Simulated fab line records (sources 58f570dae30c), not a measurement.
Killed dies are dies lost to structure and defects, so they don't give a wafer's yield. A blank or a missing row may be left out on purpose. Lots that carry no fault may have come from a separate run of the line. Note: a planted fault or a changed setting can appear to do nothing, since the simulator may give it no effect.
Which tool is to blame? || flow berkeley-cmos170 || Sampling: 15 lots, 45 wafers, 2 of 331 route steps

## WHAT THE GAUGES READ, wafer by wafer
UCB170_NLDD_CD_MEAS_06: target cd 1200 nm.
{"lot": "L948", "measured": "day 7 06:16", "on": "cd-sem-01", "cd-nm (nm)": "1203.6 1202.0 1203.9"}
{"lot": "L951", "measured": "day 8 07:11", "on": "cd-sem-02", "cd-nm (nm)": "1198.6 1199.7 1200.3"}
{"lot": "L950", "measured": "day 8 07:16", "on": "cd-sem-01", "cd-nm (nm)": "1199.7 1199.0 1199.9"}
{"lot": "L954", "measured": "day 8 17:25", "on": "cd-sem-02", "cd-nm (nm)": "1202.3 1203.5 1203.2"}
{"lot": "L955", "measured": "day 8 17:31", "on": "cd-sem-01", "cd-nm (nm)": "1198.3 1199.0 1199.2"}
{"lot": "L953", "measured": "day 8 17:58", "on": "cd-sem-02", "cd-nm (nm)": "1201.8 1200.7 1200.8"}
{"lot": "L957", "measured": "day 10 00:08", "on": "cd-sem-02", "cd-nm (nm)": "1200.8 1200.6 1201.7"}
{"lot": "L956", "measured": "day 10 00:10", "on": "cd-sem-01", "cd-nm (nm)": "- - -"}
{"lot": "L958", "measured": "day 10 00:22", "on": "cd-sem-01", "cd-nm (nm)": "- - -"}
{"lot": "L960", "measured": "day 10 00:56", "on": "cd-sem-01", "cd-nm (nm)": "- - -"}
{"lot": "L959", "measured": "day 10 00:59", "on": "cd-sem-02", "cd-nm (nm)": "1199.3 1199.7 1201.1"}
{"lot": "L970", "measured": "day 12 21:04", "on": "cd-sem-02", "cd-nm (nm)": "1199.1 1199.0 1196.8"}
{"lot": "L967", "measured": "day 13 05:49", "on": "cd-sem-02", "cd-nm (nm)": "1201.9 1200.9 1200.9"}
{"lot": "L971", "measured": "day 13 06:03", "on": "cd-sem-01", "cd-nm (nm)": "1200.6 1200.0 1200.7"}
{"lot": "L966", "measured": "day 13 06:11", "on": "cd-sem-01", "cd-nm (nm)": "1203.6 1200.7 1202.1"}

## WHAT TOOL EACH LOT RAN ON (gives the tool, then ch and the chambers of the sampled wafers, and finally the start)
{"lot": "L948", "UCB170_NLDD_COAT_01": "litho-track-01 ch 0, day 7 05:34"}
{"lot": "L951", "UCB170_NLDD_COAT_01": "litho-track-03 ch 0, day 8 06:23"}
{"lot": "L950", "UCB170_NLDD_COAT_01": "litho-track-01 ch 0, day 8 06:31"}
{"lot": "L954", "UCB170_NLDD_COAT_01": "litho-track-02 ch 0, day 8 16:25"}
{"lot": "L955", "UCB170_NLDD_COAT_01": "litho-track-01 ch 0, day 8 16:37"}
{"lot": "L953", "UCB170_NLDD_COAT_01": "litho-track-03 ch 0, day 8 17:17"}
{"lot": "L957", "UCB170_NLDD_COAT_01": "litho-track-02 ch 0, day 9 22:40"}
{"lot": "L956", "UCB170_NLDD_COAT_01": "litho-track-03, day 9 22:41"}
{"lot": "L958", "UCB170_NLDD_COAT_01": "litho-track-01, day 9 22:54"}
{"lot": "L960", "UCB170_NLDD_COAT_01": "litho-track-03, day 9 23:35"}
{"lot": "L959", "UCB170_NLDD_COAT_01": "litho-track-01 ch 0, day 9 23:45"}
{"lot": "L970", "UCB170_NLDD_COAT_01": "litho-track-01 ch 0, day 12 20:23"}
{"lot": "L967", "UCB170_NLDD_COAT_01": "litho-track-03 ch 0, day 13 04:21"}
{"lot": "L971", "UCB170_NLDD_COAT_01": "litho-track-01 ch 0, day 13 04:39"}
{"lot": "L966", "UCB170_NLDD_COAT_01": "litho-track-03 ch 0, day 13 04:48"}
- UCB170_NLDD_COAT_01: resist thk 900 nm.

## AS READ BY THE TOOLS THEMSELVES (means over the sampled wafers that have a number; for cases with no such wafer, the mark the record gives instead)
UCB170_NLDD_COAT_01.
{"lot": "L948", "tool": "litho-track-01", "chill-plate-temp-C (C)": 22.94, "dispense-pressure-kPa (kPa)": 45.9}
{"lot": "L951", "tool": "litho-track-03", "chill-plate-temp-C (C)": 23.02, "dispense-pressure-kPa (kPa)": 45.0}
{"lot": "L950", "tool": "litho-track-01", "chill-plate-temp-C (C)": 23.09, "dispense-pressure-kPa (kPa)": 45.9}
{"lot": "L954", "tool": "litho-track-02", "chill-plate-temp-C (C)": 23.03, "dispense-pressure-kPa (kPa)": 51.1}
{"lot": "L955", "tool": "litho-track-01", "chill-plate-temp-C (C)": 23.10, "dispense-pressure-kPa (kPa)": 45.9}
{"lot": "L953", "tool": "litho-track-03", "chill-plate-temp-C (C)": 22.97, "dispense-pressure-kPa (kPa)": 45.0}
{"lot": "L957", "tool": "litho-track-02", "chill-plate-temp-C (C)": 23.02, "dispense-pressure-kPa (kPa)": 51.1}
{"lot": "L956", "tool": "litho-track-03", "chill-plate-temp-C (C)": "-", "dispense-pressure-kPa (kPa)": "-"}
{"lot": "L958", "tool": "litho-track-01", "chill-plate-temp-C (C)": "-", "dispense-pressure-kPa (kPa)": "-"}
{"lot": "L960", "tool": "litho-track-03", "chill-plate-temp-C (C)": "-", "dispense-pressure-kPa (kPa)": "-"}
{"lot": "L959", "tool": "litho-track-01", "chill-plate-temp-C (C)": 23.06, "dispense-pressure-kPa (kPa)": 45.9}
{"lot": "L970", "tool": "litho-track-01", "chill-plate-temp-C (C)": 22.90, "dispense-pressure-kPa (kPa)": 45.9}
{"lot": "L967", "tool": "litho-track-03", "chill-plate-temp-C (C)": 23.03, "dispense-pressure-kPa (kPa)": 45.0}
{"lot": "L971", "tool": "litho-track-01", "chill-plate-temp-C (C)": 23.03, "dispense-pressure-kPa (kPa)": 45.9}
{"lot": "L966", "tool": "litho-track-03", "chill-plate-temp-C (C)": 22.85, "dispense-pressure-kPa (kPa)": 45.0}

## THE ANSWER, worked out from the rows above alone
Rule: what is usual is taken from the lots themselves. Put in order of their means at a reading, lots are off if they are a third of the lots or fewer, leave a main group of 4 or more, and stand apart from it by a gap of 3 or more times the standard deviation of the main group's means; of several such gaps the widest counts. The tables above print the reading to a certain number of digits; a main group whose means all agree to those digits is not used. Also off: a lot with no number at a reading for which 4 or more lots have one. The other lots that the step has rows for count as sound. After the gauges, taken in route order, come the tools' own readings; for these a lot's mean is taken, as printed above. The first step at which some lot is off is used, and at that step the reading that is off furthest; a lot without a number counts as furthest.
Off at UCB170_NLDD_CD_MEAS_06 (cd-nm): L956, L958, L960. Without a number there: L956, L958, L960. The main group has a mean of 1200.7 nm with a standard deviation of 1.5.
If a tool, at a process step before that reading, ran all the lots that are off and no sound lot after the first of them, it fits. Not tried: the gauges at UCB170_NLDD_CD_MEAS_06; whatever is off there is also off at UCB170_NLDD_COAT_01, on other tools, and gauge error can't account for it. None of those tried fits.

## WHAT THE SIMULATOR HAD INSERTED
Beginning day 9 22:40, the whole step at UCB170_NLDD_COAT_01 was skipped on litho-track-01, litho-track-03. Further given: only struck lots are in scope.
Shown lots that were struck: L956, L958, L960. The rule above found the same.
